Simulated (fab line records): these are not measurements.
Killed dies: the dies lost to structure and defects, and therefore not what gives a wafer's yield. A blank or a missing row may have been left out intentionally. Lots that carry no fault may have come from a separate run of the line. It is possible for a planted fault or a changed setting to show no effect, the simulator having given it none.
Check of tool commonality || flow berkeley cmos170 || 14 lots, 48 wafers sampled

REASON FOR OPENING
At UCB170_M3_CD_MEAS_90 the reading cd nm is flagged on 2 of 14 lots. No-fault wafers: 700.1 nm, standard deviation 2.8.
Rule: a lot is flagged when every wafer of it that has a number lies more than 4 standard deviations from that mean, or none has a number. As for the other lots, they are considered sound.

{"lot": "L696", "measured": "day 7 04:43", "on": "cd sem-01", "cd nm (nm), wafer by wafer": "699.7 701.3 703.7", "flag": ""}
{"lot": "L697", "measured": "day 7 18:38", "on": "cd sem-02", "cd nm (nm), wafer by wafer": "697.2 701.6 700.2", "flag": ""}
{"lot": "L698", "measured": "day 8 09:01", "on": "cd sem-02", "cd nm (nm), wafer by wafer": "700.8 697.5 696.4", "flag": ""}
{"lot": "L700", "measured": "day 8 09:16", "on": "cd sem-01", "cd nm (nm), wafer by wafer": "699.9 703.3 704.1", "flag": ""}
{"lot": "L701", "measured": "day 8 16:53", "on": "cd sem-01", "cd nm (nm), wafer by wafer": "695.1 695.0 699.1", "flag": ""}
{"lot": "L704", "measured": "day 9 06:53", "on": "cd sem-01", "cd nm (nm), wafer by wafer": "701.5 702.1 697.3", "flag": ""}
{"lot": "L705", "measured": "day 9 19:04", "on": "cd sem-02", "cd nm (nm), wafer by wafer": "697.8 701.2 698.6", "flag": ""}
{"lot": "L710", "measured": "day 11 13:20", "on": "cd sem-01", "cd nm (nm), wafer by wafer": "702.1 700.1 700.1", "flag": ""}
{"lot": "L714", "measured": "day 11 15:21", "on": "cd sem-01", "cd nm (nm), wafer by wafer": "719.6 720.1 719.1 719.7 720.1 719.1", "flag": "FLAGGED"}
{"lot": "L718", "measured": "day 12 12:19", "on": "cd sem-01", "cd nm (nm), wafer by wafer": "704.1 705.8 705.0", "flag": ""}
{"lot": "L715", "measured": "day 12 12:34", "on": "cd sem-01", "cd nm (nm), wafer by wafer": "722.5 721.1 721.9 722.8 721.4 721.5", "flag": "FLAGGED"}
{"lot": "L716", "measured": "day 12 13:05", "on": "cd sem-02", "cd nm (nm), wafer by wafer": "701.6 705.8 700.5", "flag": ""}
{"lot": "L717", "measured": "day 12 13:20", "on": "cd sem-01", "cd nm (nm), wafer by wafer": "699.0 700.0 697.5", "flag": ""}
{"lot": "L719", "measured": "day 13 12:26", "on": "cd sem-02", "cd nm (nm), wafer by wafer": "704.8 703.7 700.1", "flag": ""}
On average the flagged lots' numbers are 720.7 nm, which is +20.6 nm against the usual, or +7 standard deviations.

WHICH TOOL EACH LOT WENT THROUGH
3 process steps preceding the reading are held in the record, out of 331 steps in the route. Each cell gives the tool, then ch followed by the chambers the sampled wafers passed through, then the start.
{"lot": "L696", "flag": "", "UCB170_M2_STRIP_07": "plasma asher-04 ch 0,1, day 6 21:55", "UCB170_V2_ETCH_14": "rie diel-02 ch 0,1,2, day 7 01:31", "UCB170_M3_METAL_ETCH_18": "rie metal-02 ch 0,1, day 7 04:25"}
{"lot": "L697", "flag": "", "UCB170_M2_STRIP_07": "plasma asher-01 ch 0,1, day 7 10:30", "UCB170_V2_ETCH_14": "rie diel-02 ch 1,2, day 7 15:49", "UCB170_M3_METAL_ETCH_18": "rie metal-02 ch 0,1, day 7 18:22"}
{"lot": "L698", "flag": "", "UCB170_M2_STRIP_07": "plasma asher-01 ch 0,1, day 8 00:50", "UCB170_V2_ETCH_14": "rie diel-04 ch 0,1, day 8 05:27", "UCB170_M3_METAL_ETCH_18": "rie metal-03 ch 0,1, day 8 08:42"}
{"lot": "L700", "flag": "", "UCB170_M2_STRIP_07": "plasma asher-04 ch 0,1, day 8 00:29", "UCB170_V2_ETCH_14": "rie diel-02 ch 0,1,2, day 8 05:39", "UCB170_M3_METAL_ETCH_18": "rie metal-02 ch 0,1, day 8 08:59"}
{"lot": "L701", "flag": "", "UCB170_M2_STRIP_07": "plasma asher-04 ch 0,1, day 8 09:49", "UCB170_V2_ETCH_14": "rie diel-01 ch 0,2,3, day 8 14:05", "UCB170_M3_METAL_ETCH_18": "rie metal-03 ch 0,1, day 8 16:35"}
{"lot": "L704", "flag": "", "UCB170_M2_STRIP_07": "plasma asher-01 ch 0, day 8 23:48", "UCB170_V2_ETCH_14": "rie diel-02 ch 1,2,3, day 9 04:07", "UCB170_M3_METAL_ETCH_18": "rie metal-02 ch 0,1, day 9 06:37"}
{"lot": "L705", "flag": "", "UCB170_M2_STRIP_07": "plasma asher-01 ch 0,1, day 9 09:29", "UCB170_V2_ETCH_14": "rie diel-04 ch 0,1,2, day 9 14:54", "UCB170_M3_METAL_ETCH_18": "rie metal-03 ch 0,1, day 9 18:49"}
{"lot": "L710", "flag": "", "UCB170_M2_STRIP_07": "plasma asher-02 ch 0,1, day 11 03:43", "UCB170_V2_ETCH_14": "rie diel-02 ch 0,1,2, day 11 09:08", "UCB170_M3_METAL_ETCH_18": "rie metal-01 ch 0, day 11 12:52"}
{"lot": "L714", "flag": "FLAGGED", "UCB170_M2_STRIP_07": "plasma asher-01 ch 0,1, day 11 05:23", "UCB170_V2_ETCH_14": "rie diel-02 ch 0,1,2, day 11 11:08", "UCB170_M3_METAL_ETCH_18": "rie metal-03 ch 0,1, day 11 15:05"}
{"lot": "L718", "flag": "", "UCB170_M2_STRIP_07": "plasma asher-02 ch 0,1, day 12 03:32", "UCB170_V2_ETCH_14": "rie diel-01 ch 0,2, day 12 08:35", "UCB170_M3_METAL_ETCH_18": "rie metal-01 ch 0,1, day 12 12:02"}
{"lot": "L715", "flag": "FLAGGED", "UCB170_M2_STRIP_07": "plasma asher-01 ch 0,1, day 12 03:54", "UCB170_V2_ETCH_14": "rie diel-04 ch 2,3, day 12 09:29", "UCB170_M3_METAL_ETCH_18": "rie metal-03 ch 0,1, day 12 12:18"}
{"lot": "L716", "flag": "", "UCB170_M2_STRIP_07": "plasma asher-04 ch 0,1, day 12 03:46", "UCB170_V2_ETCH_14": "rie diel-02 ch 0,1,3, day 12 09:40", "UCB170_M3_METAL_ETCH_18": "rie metal-02 ch 0,1, day 12 12:49"}
{"lot": "L717", "flag": "", "UCB170_M2_STRIP_07": "plasma asher-02 ch 0,1, day 12 04:05", "UCB170_V2_ETCH_14": "rie diel-01 ch 0,1,3, day 12 10:13", "UCB170_M3_METAL_ETCH_18": "rie metal-01 ch 0,1, day 12 13:03"}
{"lot": "L719", "flag": "", "UCB170_M2_STRIP_07": "plasma asher-02 ch 0,1, day 13 01:47", "UCB170_V2_ETCH_14": "rie diel-04 ch 1,3, day 13 08:32", "UCB170_M3_METAL_ETCH_18": "rie metal-01 ch 0, day 13 12:08"}
What these steps do:
- UCB170_M2_STRIP_07: strips in O2.
- UCB170_V2_ETCH_14: etches SiO2 in CHF3/CF4/Ar, stops on Al, target depth 1250 nm, time 291 s.
- UCB170_M3_METAL_ETCH_18: etches Al in Cl2/BCl3, stops on SiO2, target depth 1170 nm, time 195 s.
- UCB170_M3_CD_MEAS_90: target cd 700 nm.

FLAGGED OVER TOTAL, TOOL BY TOOL (the gauges that took the reading come last)
{"step": "UCB170_M2_STRIP_07", "tool": "plasma asher-01", "lots run": 6, "flagged": 2, "share of the flagged lots": "all", "sound lots run after its first flagged lot": 0}
{"step": "UCB170_M2_STRIP_07", "tool": "plasma asher-02", "lots run": 4, "flagged": 0, "share of the flagged lots": "none", "sound lots run after its first flagged lot": "-"}
{"step": "UCB170_M2_STRIP_07", "tool": "plasma asher-04", "lots run": 4, "flagged": 0, "share of the flagged lots": "none", "sound lots run after its first flagged lot": "-"}
{"step": "UCB170_V2_ETCH_14", "tool": "rie diel-01", "lots run": 3, "flagged": 0, "share of the flagged lots": "none", "sound lots run after its first flagged lot": "-"}
{"step": "UCB170_V2_ETCH_14", "tool": "rie diel-02", "lots run": 7, "flagged": 1, "share of the flagged lots": "some", "sound lots run after its first flagged lot": "1 (L716)"}
{"step": "UCB170_V2_ETCH_14", "tool": "rie diel-04", "lots run": 4, "flagged": 1, "share of the flagged lots": "some", "sound lots run after its first flagged lot": "1 (L719)"}
{"step": "UCB170_M3_METAL_ETCH_18", "tool": "rie metal-01", "lots run": 4, "flagged": 0, "share of the flagged lots": "none", "sound lots run after its first flagged lot": "-"}
{"step": "UCB170_M3_METAL_ETCH_18", "tool": "rie metal-02", "lots run": 5, "flagged": 0, "share of the flagged lots": "none", "sound lots run after its first flagged lot": "-"}
{"step": "UCB170_M3_METAL_ETCH_18", "tool": "rie metal-03", "lots run": 5, "flagged": 2, "share of the flagged lots": "all", "sound lots run after its first flagged lot": 0}
{"step": "UCB170_M3_CD_MEAS_90", "tool": "cd sem-01", "lots run": 9, "flagged": 2, "share of the flagged lots": "all", "sound lots run after its first flagged lot": "2 (L718,L717)"}
{"step": "UCB170_M3_CD_MEAS_90", "tool": "cd sem-02", "lots run": 5, "flagged": 0, "share of the flagged lots": "none", "sound lots run after its first flagged lot": "-"}

WHAT THE TABLE ALLOWS
Every flagged lot was run by 3 rows of the table: plasma asher-01 at UCB170_M2_STRIP_07, rie metal-03 at UCB170_M3_METAL_ETCH_18 and cd sem-01 at UCB170_M3_CD_MEAS_90.
- plasma asher-01 at UCB170_M2_STRIP_07: 2 of its 6 lots flagged. Its last sound lot is L705 (day 9 09:29), its first flagged lot L714 (day 11 05:23): a fault that began between those two fits.
- rie metal-03 at UCB170_M3_METAL_ETCH_18: 2 of its 5 lots flagged. Its last sound lot is L705 (day 9 18:49), its first flagged lot L714 (day 11 15:05): a fault that began between those two fits. Its own readings lie more than 4 standard deviations out on every wafer of the flagged lots: oes product au.
- cd sem-01 at UCB170_M3_CD_MEAS_90: 2 of its 9 lots flagged. Lots that were sound ran on it after the first flagged one (L718, L717); a persistent fault on the entire tool would not allow that.
These 2 tools cannot be told apart by counting lots, since each of them fits a fault that started at some hour. More lots, or a look at what each step does to the wafer, might.

WHAT WAS PUT IN BY THE SIMULATOR
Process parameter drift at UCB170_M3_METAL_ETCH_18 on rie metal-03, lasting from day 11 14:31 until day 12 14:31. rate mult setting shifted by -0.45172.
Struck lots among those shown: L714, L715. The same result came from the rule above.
